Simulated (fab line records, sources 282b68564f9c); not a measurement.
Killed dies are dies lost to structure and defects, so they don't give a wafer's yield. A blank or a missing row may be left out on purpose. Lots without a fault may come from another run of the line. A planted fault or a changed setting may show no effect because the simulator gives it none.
Which tool did it? | flow rit_cmos | 13 lots, 39 wafers sampled, at 2 steps of a route of 202

WHAT THE GAUGES READ, wafer by wafer
RIT_CONTACT_THK_MEAS_01. Usual: CONTACT_TEOS_THK 400 nm, standard deviation 5.7.
lot  | measured    | on            | CONTACT_TEOS_THK (nm) | flag
L766 | day 3 07:46 | film_metro-03 | 403 399 409           |
L767 | day 3 13:25 | film_metro-03 | 400 403 409           |
L768 | day 3 17:58 | film_metro-04 | 407 396 407           |
L769 | day 3 19:40 | film_metro-04 | 399 394 408           |
L770 | day 4 03:24 | film_metro-02 | 397 403 407           |
L772 | day 4 11:05 | film_metro-04 | 409 400 404           |
L775 | day 5 01:23 | film_metro-03 | 389 401 394           |
L777 | day 5 10:41 | film_metro-02 | 393 403 393           |
L778 | day 5 20:00 | film_metro-03 | 399 393 407           |
L779 | day 5 22:40 | film_metro-03 | 397 390 396           |
L780 | day 6 05:06 | film_metro-02 | 393 395 392           |
L783 | day 6 16:40 | film_metro-04 | 397 394 400           |
L787 | day 7 13:34 | film_metro-04 | 399 404 500           | OFF

WHICH TOOL RAN EACH LOT (tool, then ch and the chambers of the sampled wafers, then the start)
lot  | RIT_CONTACT_CVD_00
L766 | pecvd-03 ch 0,1, day 3 07:43
L767 | pecvd-02 ch 0,2, day 3 13:22
L768 | pecvd-04 ch 0,1,2, day 3 17:54
L769 | pecvd-03 ch 0,1,2, day 3 19:37
L770 | pecvd-02 ch 1,2, day 4 03:20
L772 | pecvd-02 ch 0,1,2, day 4 11:02
L775 | pecvd-02 ch 0,1, day 5 01:20
L777 | pecvd-04 ch 0,1, day 5 10:37
L778 | pecvd-02 ch 0,1,2, day 5 19:56
L779 | pecvd-03 ch 0,1,2, day 5 22:37
L780 | pecvd-04 ch 1,2, day 6 05:03
L783 | pecvd-04 ch 1,2, day 6 16:37
L787 | pecvd-02 ch 0,2, day 7 13:30
- RIT_CONTACT_CVD_00: deposits SiO2 from TEOS, target thk 400 nm, time 61 s.

WHAT THE TOOLS THEMSELVES READ (means of the sampled wafers that have a number; where no wafer has one, the mark that the record gives instead)
RIT_CONTACT_CVD_00. Usual: heater_power_w 324 W, standard deviation 57.
lot  | tool     | heater_power_w (W) | flag
L766 | pecvd-03 | 335                |
L767 | pecvd-02 | 369                |
L768 | pecvd-04 | 317                |
L769 | pecvd-03 | 308                |
L770 | pecvd-02 | 339                |
L772 | pecvd-02 | 347                |
L775 | pecvd-02 | 298                |
L777 | pecvd-04 | 302                |
L778 | pecvd-02 | 333                |
L779 | pecvd-03 | 320                |
L780 | pecvd-04 | 298                |
L783 | pecvd-04 | 298                |
L787 | pecvd-02 | 340                |

THE ANSWER, worked out from the rows above alone
Rule: a lot is off if the mean of its wafers that have a number lies more than 3 standard deviations from the usual mean. A lot without any number at a reading at which 4 lots or more have one is off too. The other lots that the step has rows for count as sound. The gauges are gone through in route order, then the tools' own readings, and for those a lot's mean is taken as printed above. The first step at which some lot is off is used, and at that step the reading that is off furthest; a lot without a number counts as furthest.
Off: L787, at RIT_CONTACT_THK_MEAS_01 (CONTACT_TEOS_THK).
A tool fits if, at a process step before that reading, it ran every lot that is off, and no sound lot after the first of them. The gauges at RIT_CONTACT_THK_MEAS_01 are tried like those tools. Can't be told from this: 2 tools fit, pecvd-02 at RIT_CONTACT_CVD_00, film_metro-04 at RIT_CONTACT_THK_MEAS_01.

WHAT THE SIMULATOR HAD PUT IN
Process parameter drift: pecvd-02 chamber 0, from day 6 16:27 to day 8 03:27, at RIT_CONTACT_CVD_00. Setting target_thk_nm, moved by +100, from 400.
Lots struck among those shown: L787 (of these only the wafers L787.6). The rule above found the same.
